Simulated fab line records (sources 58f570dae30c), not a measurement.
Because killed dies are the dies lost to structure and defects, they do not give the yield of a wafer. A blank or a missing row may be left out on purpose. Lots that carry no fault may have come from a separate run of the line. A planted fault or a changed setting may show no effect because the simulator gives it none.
One fault through the eyes of 2 desks || flow berkeleyCmos170 || every desk sees just its own numbers, and what lay behind them comes last

== AT THE TOOL OWNER'S DESK: implanter-04 ==
The tool's own readings at UCB170_PLDD_IMPLANT_08, given as means over the sampled wafers that have a number, one for each lot that went through this tool. Marked OUT: a lot whose mean sits more than 4 standard deviations from the usual mean, which makes it out of limits; the brackets give that distance.
Columns: A = doseIonsCm2 at UCB170_PLDD_IMPLANT_08, usual 5.001e+13; B = endStationPressureTorr at UCB170_PLDD_IMPLANT_08, usual 5.16e-06 Torr; C = faradayCurrentUA at UCB170_PLDD_IMPLANT_08, usual 157
{"lot": "L676", "first seen here": "day 7 06:37", "A": 4.999e+13, "B": 5.21e-06, "C": 159}
{"lot": "L683", "first seen here": "day 7 17:52", "A": 5.003e+13, "B": 5.30e-06, "C": 158}
{"lot": "L679", "first seen here": "day 7 19:19", "A": 5.004e+13, "B": 5.02e-06, "C": 154}
{"lot": "L682", "first seen here": "day 8 12:11", "A": "2.898e+13 (-99 or more) OUT", "B": 5.22e-06, "C": "93 (-15) OUT"}
{"lot": "L685", "first seen here": "day 9 12:41", "A": "2.902e+13 (-99 or more) OUT", "B": 5.26e-06, "C": "92 (-15) OUT"}
This desk's verdict: out of limits on L682, L685, starting with L682 at day 8 12:11 (doseIonsCm2 at UCB170_PLDD_IMPLANT_08). In limits: L676, L683, L679.

== AT THE METROLOGY DESK ==
Lot by lot, what the gauges showed, no matter which tool ran the lot: averages of those sampled wafers that carry a number. Marked OUT: a lot whose mean sits more than 4 standard deviations from the usual mean, which makes it out of limits; the brackets give that distance.
Columns: A = NVT_OVL at UCB170_NVT_OVL_MEAS_06, usual -4 nm; B = PLDD_TW at UCB170_PLDD_TW_MEAS_11, usual 1017; C = cdNm at UCB170_PSD_CD_MEAS_06, usual 1200.2 nm; D = PSD_TW at UCB170_PSD_TW_MEAS_10, usual 2351; E = PLDD_RS at UCB170_SDANNEAL_RS_MEAS_04, usual 1031.7 ohm/sq
{"lot": "L671", "first seen here": "day 5 07:50", "A": -1, "B": 1014, "C": 1198.6, "D": 2375, "E": 1029.8}
{"lot": "L673", "first seen here": "day 6 02:49", "A": 1, "B": 1017, "C": 1197.7, "D": 2367, "E": 1032.8}
{"lot": "L674", "first seen here": "day 6 13:06", "A": -6, "B": 1009, "C": 1198.6, "D": 2340, "E": 1031.3}
{"lot": "L675", "first seen here": "day 6 13:15", "A": -4, "B": 1009, "C": 1199.7, "D": 2369, "E": 1029.2}
{"lot": "L677", "first seen here": "day 6 17:13", "A": -8, "B": 1007, "C": 1200.6, "D": 2352, "E": 1035.1}
{"lot": "L676", "first seen here": "day 6 17:16", "A": 0, "B": 1029, "C": 1198.6, "D": 2311, "E": 1026.5}
{"lot": "L679", "first seen here": "day 7 00:22", "A": -8, "B": 1004, "C": 1203.8, "D": 2358, "E": 1033.2}
{"lot": "L683", "first seen here": "day 7 00:38", "A": -2, "B": 1022, "C": 1199.5, "D": 2337, "E": 1030.7}
{"lot": "L678", "first seen here": "day 7 00:50", "A": -5, "B": 1029, "C": 1201.5, "D": 2331, "E": 1031.4}
{"lot": "L682", "first seen here": "day 7 19:58", "A": -8, "B": "950 (-7.8) OUT", "C": 1200.0, "D": 2362, "E": "1242.1 (+75) OUT"}
{"lot": "L685", "first seen here": "day 8 17:18", "A": -5, "B": "940 (-8.9) OUT", "C": 1200.5, "D": 2352, "E": "1241.2 (+75) OUT"}
{"lot": "L690", "first seen here": "day 9 09:10", "A": -6, "B": 1029, "C": 1202.6, "D": 2366, "E": 1032.3}
{"lot": "L694", "first seen here": "day 9 19:31", "A": -4, "B": 1009, "C": 1197.6, "D": 2330, "E": 1032.3}
{"lot": "L693", "first seen here": "day 9 21:56", "A": 1, "B": 1028, "C": 1204.1, "D": 2379, "E": 1033.5}
This desk's finding: out of limits on L682, L685; first on L682, day 8 12:35 (PLDD_TW at UCB170_PLDD_TW_MEAS_11). In limits: L671, L673, L674, L675, L677, L676, L679, L683, L678, L690, L694, L693.

== BROUGHT TOGETHER ==
On L682, L685, at day 8 12:11, an alarm was possible from the tool owner's desk.
The metrology desk could have raised an alarm at day 8 12:35, on L682, L685.
UCB170_PLDD_IMPLANT_08 was run on implanter-04 by each of the lots named.

== WHAT THE SIMULATOR HAD PUT IN ==
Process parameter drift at UCB170_PLDD_IMPLANT_08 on implanter-04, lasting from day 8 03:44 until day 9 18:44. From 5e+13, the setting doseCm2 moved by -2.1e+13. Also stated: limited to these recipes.
Lots struck among those shown: L682, L685.
Fault start to first reading out of limits, in hours, per desk: tool owner, 8; metrology, 9.
